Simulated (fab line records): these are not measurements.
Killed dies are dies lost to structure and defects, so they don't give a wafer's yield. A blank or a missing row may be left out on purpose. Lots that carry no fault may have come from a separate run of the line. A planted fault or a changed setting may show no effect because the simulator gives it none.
A single fault, viewed from 2 desks / flow berkeley cmos170 / what lay behind the numbers comes last; until then each desk has only its own

FROM THE METROLOGY DESK
Lot by lot, what the gauges showed, no matter which tool ran the lot: averages of those sampled wafers that carry a number. Any lot whose mean is over 4 standard deviations away from the usual mean is out of limits and marked OUT; that distance is given in the brackets.
Columns: A = NWELL_NITRIDE_THK at UCB170_NWELL_THK_MEAS_05, usual 222.7 nm; B = cd nm at UCB170_PSD_CD_MEAS_06, usual 1200.2 nm; C = CONTACT_OVL at UCB170_CONTACT_OVL_MEAS_16, usual 2 nm
lot=L985; first seen here=day 2 09:23; A=223.3; B=1199.1; C=5
lot=L987; first seen here=day 2 16:53; A=226.4; B=1201.5; C=1
lot=L988; first seen here=day 2 23:44; A=219.8; B=1200.7; C=-3
lot=L990; first seen here=day 3 13:11; A=222.0; B=1199.8; C=-1
lot=L991; first seen here=day 3 20:01; A=220.8; B=1201.2; C=4
lot=L992; first seen here=day 4 00:16; A=225.9; B=1200.9; C=4
lot=L993; first seen here=day 4 06:34; A=225.6; B=1189.1 (-7.4) OUT; C=-0
lot=L995; first seen here=day 4 12:11; A=221.8; B=1198.4; C=-0
lot=L998; first seen here=day 4 23:05; A=222.8; B=1195.8; C=5
lot=L101; first seen here=day 5 10:43; A=218.9; B=1200.4; C=8
lot=L102; first seen here=day 5 20:34; A=221.1; B=1202.6; C=3
lot=L104; first seen here=day 6 04:53; A=220.5; B=1199.9; C=6
lot=L105; first seen here=day 6 08:48; A=221.1; B=1201.9; C=1
lot=L107; first seen here=day 6 15:20; A=222.1; B=1201.3; C=-2
Finding of this desk: L993 out of limits; the first was L993 at day 8 06:29, on cd nm at UCB170_PSD_CD_MEAS_06. L985, L987, L988, L990, L991, L992, L995, L998, L101, L102, L104, L105, L107: within limits.

FOR THE TOOL OWNER'S DESK: litho track-04
For each lot that ran on this tool, the mean over its sampled wafers that have a number, from the tool's own readings at UCB170_PSD_PEB_04. Any lot whose mean is over 4 standard deviations away from the usual mean is out of limits and marked OUT; that distance is given in the brackets.
Columns: A = heater power total W at UCB170_PSD_PEB_04, usual 56.80 W
lot=L987; first seen here=day 7 02:05; A=56.72
lot=L991; first seen here=day 7 13:51; A=56.78
lot=L992; first seen here=day 7 14:33; A=56.83
lot=L993; first seen here=day 8 06:13; A=59.17 (+54) OUT
lot=L998; first seen here=day 9 05:23; A=59.23 (+55) OUT
Finding of this desk: L993, L998 out of limits; the first was L993 at day 8 06:13, on heater power total W at UCB170_PSD_PEB_04. L987, L991, L992: within limits.

PUT TOGETHER
On L993, L998, at day 8 06:13, an alarm was possible from the tool owner's desk.
On L993, the metrology desk was in a position to raise an alarm at day 8 06:29.
The metrology desk holds a record of L998, inside its limits.
All the named lots went through UCB170_PSD_PEB_04 on litho track-04.

WHAT HAD BEEN PUT IN BY THE SIMULATOR
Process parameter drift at UCB170_PSD_PEB_04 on litho track-04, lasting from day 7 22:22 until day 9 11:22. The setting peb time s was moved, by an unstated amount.
Lots struck among those shown: L993, L998.
Counting hours from when the fault started, the first reading out of limits came at 8 for the tool owner's desk and at 8 for the metrology desk.
